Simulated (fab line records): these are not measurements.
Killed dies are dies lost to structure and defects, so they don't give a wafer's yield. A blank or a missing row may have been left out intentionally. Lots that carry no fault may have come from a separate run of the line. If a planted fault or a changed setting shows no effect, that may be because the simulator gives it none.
Comparing a struck lot with a sound one    flow berkeley cmos170    16 steps out of a route of 331
Sound: wafers L160.1, L160.2, L160.3. Struck: wafer L172.1 (left out: L172.3, L172.4 of the same lot, which were not struck); the cause appears at the end.
Each step with rows lists, per side, the tool, then ch with its chambers, then its first start. Under that, the readings that differ: sound wafers    struck wafers    difference of the means    sigmas: that difference in standard deviations of wafers without a fault.
alike: readings whose means differ by less than 2 such deviations, and words and numbers that are the same on both sides. not compared: withheld readings, readings that some wafer has no value for, bounds like >300 that may hide the same value, and numbers for which the record gives no deviation and whose values overlap.
A row with sigmas, a row that says differs or no value, or rows on one side alone: a step with any of these is where the two part. When numbers do not overlap yet have no deviation, they are printed without sigmas and do not part them. A reading that every wafer of one side lacks parts them only if that side has two wafers or more.

first, 1 step without rows for these wafers: UCB170_NWELL_OXIDATION_01 (target thk 26.4 nm, ox time 1260 s).
UCB170_NWELL_THK_MEAS_02:
  sound on film metro-02 at day 2 12:26; struck on film metro-01 at day 5 03:53
  alike: NWELL_OXIDE_THK
then, 2 steps without rows for these wafers: UCB170_NWELL_ANNEAL_03 (time 900 s); UCB170_NWELL_CVD_04 (deposits Si3N4 from SiH2Cl2/NH3, target thk 224 nm, time 3360 s).
UCB170_NWELL_THK_MEAS_05:
  sound on film metro-01 at day 2 19:58; struck on film metro-02 at day 5 12:46
  alike: NWELL_NITRIDE_THK
then, 6 steps without rows for these wafers: UCB170_NWELL_HMDS_06 (prime time 60 s); UCB170_NWELL_COAT_07 (resist thk 900 nm); UCB170_NWELL_SOFTBAKE_08 (time 60 s); UCB170_NWELL_EXPOSE_09 (exposes mask NWELL, target cd 3000 nm); UCB170_NWELL_PEB_10; UCB170_NWELL_DEVELOP_11 (develop time 45 s).
UCB170_NWELL_OVL_MEAS_12:
  sound on overlay-02 at day 2 21:05; struck on overlay-01 at day 5 14:52
  alike: NWELL_OVL
UCB170_NWELL_ETCH_13: etches Si3N4 in CH3F/Ar/O2, stops on SiO2, target depth 246.4 nm, time 154 s.
  sound on rie diel-01 ch 1,2,3, day 2 21:08; struck on rie diel-04 ch 3, day 5 14:54
reading                                 sound              struck  difference  sigmas
throttle valve pct (%)                  8.14 8.03 7.86     8.21    +0.20       +2
model.KrF_of_NWELL_COAT_07.thk nm (nm)  721.5 720.6 720.6  740.9   +20.0       
  alike: CH3F_flow_sccm, chamber pressure mTorr, drypump motor current A, oes product au
  not compared: rf hours counter h
after that, 1 step had no rows for these wafers: UCB170_NWELL_IMPLANT_14.
UCB170_NWELL_STRIP_15: strips in O2.
  sound on plasma asher-02 ch 0,1, day 2 21:23; struck on plasma asher-04 ch 1, day 5 15:09
reading                       sound              struck  difference  sigmas
strip time to endpoint s (s)  18.01 18.00 17.97  18.49   +0.50       +5
  alike: chamber pressure mTorr, drypump motor current A, oes product au
  not compared: rf hours counter h
UCB170_NWELL_TW_MEAS_16:
  sound on film metro-01 at day 2 21:29; struck on film metro-02 at day 5 15:15
  alike: NWELL_TW

## WHERE THEY PART
First at UCB170_NWELL_ETCH_13; last, within this record, at UCB170_NWELL_STRIP_15. Later steps at which nothing parts them and some readings are alike: UCB170_NWELL_TW_MEAS_16.

WHY: whatever the simulator had introduced
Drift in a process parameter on rie diel-04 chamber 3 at UCB170_NWELL_ETCH_13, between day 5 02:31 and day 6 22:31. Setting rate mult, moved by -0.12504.
